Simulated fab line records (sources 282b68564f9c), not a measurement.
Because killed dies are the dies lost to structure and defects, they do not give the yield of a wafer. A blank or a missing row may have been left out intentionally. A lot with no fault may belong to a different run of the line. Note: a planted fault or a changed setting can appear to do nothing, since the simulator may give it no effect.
Code-filled problem report in 8D (eight disciplines) form || flow rit-cmos || the parts of the form that need people (team, actions taken, sign-off) are left out

## 1. WHAT IS WRONG
GATE_OXIDE_THK at RIT_GATE_THK_MEAS_07 reads a mean of 3.81 nm on 6 wafers of 2 lots; wafers without a fault read 3.02 nm with a standard deviation of 0.058. That is +14 standard deviations from the usual mean.
First observed at day 6 13:23: wafer L809.2, on film-metro-02. The record has a number at this step for 42 wafers belonging to 14 lots. The rule behind "out" and "out of limits": a value lying over 4 standard deviations away from the usual mean. The other wafers with a number count as sound.

## 2. WHAT IT IS; WHAT IT IS NOT
{"question": "which readings at this step", "is": "GATE_OXIDE_THK", "is not": "-"}
{"question": "which lots", "is": "L809, L810", "is not": "L789, L790, L792, L794, L795, L796, L798, L800, L801, L804, L805, L808"}
{"question": "which wafers of those lots", "is": "all that have a number", "is not": "-"}
{"question": "read on which gauges", "is": "film-metro-01, film-metro-02", "is not": "film-metro-03"}
{"question": "when", "is": "from day 6 13:23", "is not": "up to then (36 sound wafers)"}

## 3. THE SUSPECTS, EACH WITH WHAT RULES IT OUT
Counting: a tool at any process step up to the reading remains a suspect when it ran all the lots that are out and ran no sound lot after the first of those.
- ruled out: the gauge at RIT_GATE_THK_MEAS_07. The wafers that are out were read on 2 gauges (film-metro-01, film-metro-02).
- furnace-03 at RIT_GATE_OXIDATION_05 (target thk 3 nm, ox time 270 s): kept. It ran every lot that is out, first L809 (day 6 12:03), and no sound lot after that; its last sound lot up to then is L808 (day 6 08:24). Out on those wafers are its own readings of spike-tc-centre-C, spike-tc-load-C, spike-tc-source-C, tube-center-temp-C, tube_center_temp_C_max.
Left after counting: furnace-03 at RIT_GATE_OXIDATION_05.

## 4. THE CAUSE (what the simulator had put in)
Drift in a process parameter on furnace-03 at RIT_GATE_OXIDATION_05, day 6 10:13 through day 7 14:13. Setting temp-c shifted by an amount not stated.
The count eliminated every tool but this one.

## 5. SEQUENCE OF EFFECTS, ordered by route
Each row: a reading where the mean over the struck wafers with a number is more than 3 standard deviations away from the usual. Scope: only readings with a usual standard deviation given in the record; hours: median across lots of the time from each lot's start at the first step in this table that gives one to its start at this step; sigmas: change in usual standard deviations.
{"hours": 0, "step": "RIT_GATE_OXIDATION_05", "reading": "spike-tc-centre-C", "usual": "902.5 C", "on struck wafers": 923.3, "change": "+20.8", "sigmas": "+21"}
{"hours": 0, "step": "RIT_GATE_OXIDATION_05", "reading": "spike-tc-load-C", "usual": "926.1 C", "on struck wafers": 946.8, "change": "+20.7", "sigmas": "+12"}
{"hours": 0, "step": "RIT_GATE_OXIDATION_05", "reading": "spike-tc-source-C", "usual": "922.1 C", "on struck wafers": 940.2, "change": "+18.1", "sigmas": "+8.6"}
{"hours": 0, "step": "RIT_GATE_OXIDATION_05", "reading": "tube-center-temp-C", "usual": "900.01 C", "on struck wafers": 920.01, "change": "+20.00", "sigmas": "+99 or more"}
{"hours": 0, "step": "RIT_GATE_OXIDATION_05", "reading": "tube_center_temp_C_max", "usual": 902.3, "on struck wafers": 922.1, "change": "+19.8", "sigmas": "+57"}
{"hours": 1, "step": "RIT_GATE_THK_MEAS_07", "reading": "GATE_OXIDE_THK", "usual": "3.02 nm", "on struck wafers": 3.81, "change": "+0.79", "sigmas": "+14"}
It contains these process steps:
- RIT_GATE_OXIDATION_05: target thk 3 nm, ox time 270 s.
At these later measuring or inspecting steps, every struck wafer for which the step has a row has a number for every such reading, and none has moved that far: RIT_GATE_THK_MEAS_09.

## 6. WHAT WOULD HAVE CAUGHT IT SOONER
In this record the first reading out of limits at a measuring or inspecting step was taken at day 6 13:23, 3 hours after the fault began at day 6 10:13.
The tool's own readings at RIT_GATE_OXIDATION_05 were out on every struck wafer that the step has a row for (spike-tc-centre-C, spike-tc-load-C, spike-tc-source-C, tube-center-temp-C, tube_center_temp_C_max): an alarm limit on them would have fired on the first of those.
L810, from the lots that are out (2), started RIT_GATE_OXIDATION_05 on furnace-03 later than day 6 13:23. A hold on the tool at that time would have spared it.
